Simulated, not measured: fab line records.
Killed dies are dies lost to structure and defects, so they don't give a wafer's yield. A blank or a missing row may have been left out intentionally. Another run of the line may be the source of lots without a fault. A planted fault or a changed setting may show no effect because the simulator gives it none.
Which of the tools did it?    flow berkeley_cmos170    45 wafers from 15 lots sampled at 2 of the route's 331 steps

WHAT EACH GAUGE READ, for each wafer
UCB170_NLDD_CD_MEAS_06: target cd 1200 nm. Usual: cd_nm at 1200.0 nm, with a standard deviation of 1.3.
lot   measured      on         cd_nm (nm)                                 flag
L331  day 7 09:27   cd_sem-02  1197.3 1199.2 1199.7                       
L332  day 7 23:09   cd_sem-02  1200.1 1201.7 1201.7                       
L333  day 7 23:36   cd_sem-01  1202.2 1201.6 1201.9                       
L336  day 8 08:52   cd_sem-01  1198.9 1199.9 1199.1                       
L334  day 8 09:16   cd_sem-02  1201.5 1199.9 1201.0                       
L335  day 8 09:33   cd_sem-01  1200.0 1198.7 1198.1                       
L341  day 10 02:55  cd_sem-01  1197.2 1197.7 1197.8                       
L344  day 10 03:28  cd_sem-01  1200.4 1201.2 1199.5                       
L339  day 10 03:42  cd_sem-01  1199.4 1199.7 1198.4                       
L342  day 10 03:44  cd_sem-02  1198.0 1199.2 1198.8                       
L343  day 10 04:02  cd_sem-01  1205.7 1205.1 1206.0 1205.7 1204.8 1205.7  OFF
L346  day 10 04:19  cd_sem-02  1203.5 1204.4 1204.7                       OFF
L349  day 10 23:13  cd_sem-02  1204.4 1205.1 1205.3 1204.8 1204.7 1205.4  OFF
L354  day 12 03:56  cd_sem-01  1199.8 1199.7 1199.7                       
L352  day 12 04:15  cd_sem-01  1198.9 1200.1 1200.4                       

WHAT TOOL EACH LOT RAN ON (gives the tool, then ch and the chambers of the sampled wafers, and finally the start)
lot   UCB170_NLDD_PEB_04
L331  litho_track-01 ch 0, day 7 09:00
L332  litho_track-01 ch 0, day 7 22:53
L333  litho_track-04 ch 0, day 7 23:20
L336  litho_track-01 ch 0, day 8 08:35
L334  litho_track-04 ch 0, day 8 08:59
L335  litho_track-04 ch 0, day 8 09:17
L341  litho_track-04 ch 0, day 10 02:39
L344  litho_track-04 ch 0, day 10 03:12
L339  litho_track-01 ch 0, day 10 03:26
L342  litho_track-04 ch 0, day 10 03:28
L343  litho_track-01 ch 0, day 10 03:46
L346  litho_track-01 ch 0, day 10 04:02
L349  litho_track-01 ch 0, day 10 22:56
L354  litho_track-04 ch 0, day 12 03:40
L352  litho_track-04 ch 0, day 12 03:59
- UCB170_NLDD_PEB_04

WHAT THE TOOLS THEMSELVES READ (means of the sampled wafers that have a number; where no wafer has one, the mark that the record gives instead)
The record holds no such reading with a usual standard deviation.

THE ANSWER, worked out from the rows above alone
Rule: lot off if the mean of its wafers having a number is beyond 3 standard deviations from the usual mean. A lot without any number at a reading at which 4 lots or more have one is off too. Any other lot the step has rows for is counted as sound. Order of review: gauges by route order, followed by the tools' own readings, for which a lot's mean as printed above is used. At the first step where some lot is off, the reading lying furthest off is the one used; lots without a number count as furthest.
Off, at UCB170_NLDD_CD_MEAS_06 on cd_nm: L343, L346, L349.
A tool fits if, at a process step before that reading, it ran every lot that is off, and no sound lot after the first of them. The gauges at UCB170_NLDD_CD_MEAS_06 are tried like those tools. One fits: UCB170_NLDD_PEB_04 on litho_track-01. Its last sound lot is L339 (day 10 03:26), its first lot that is off L343 (day 10 03:46): a fault that began between those two fits.

WHAT THE SIMULATOR PUT IN
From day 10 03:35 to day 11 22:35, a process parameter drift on litho_track-01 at UCB170_NLDD_PEB_04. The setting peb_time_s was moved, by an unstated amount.
Lots struck among those shown: L343, L346, L349. The rule above found the same.
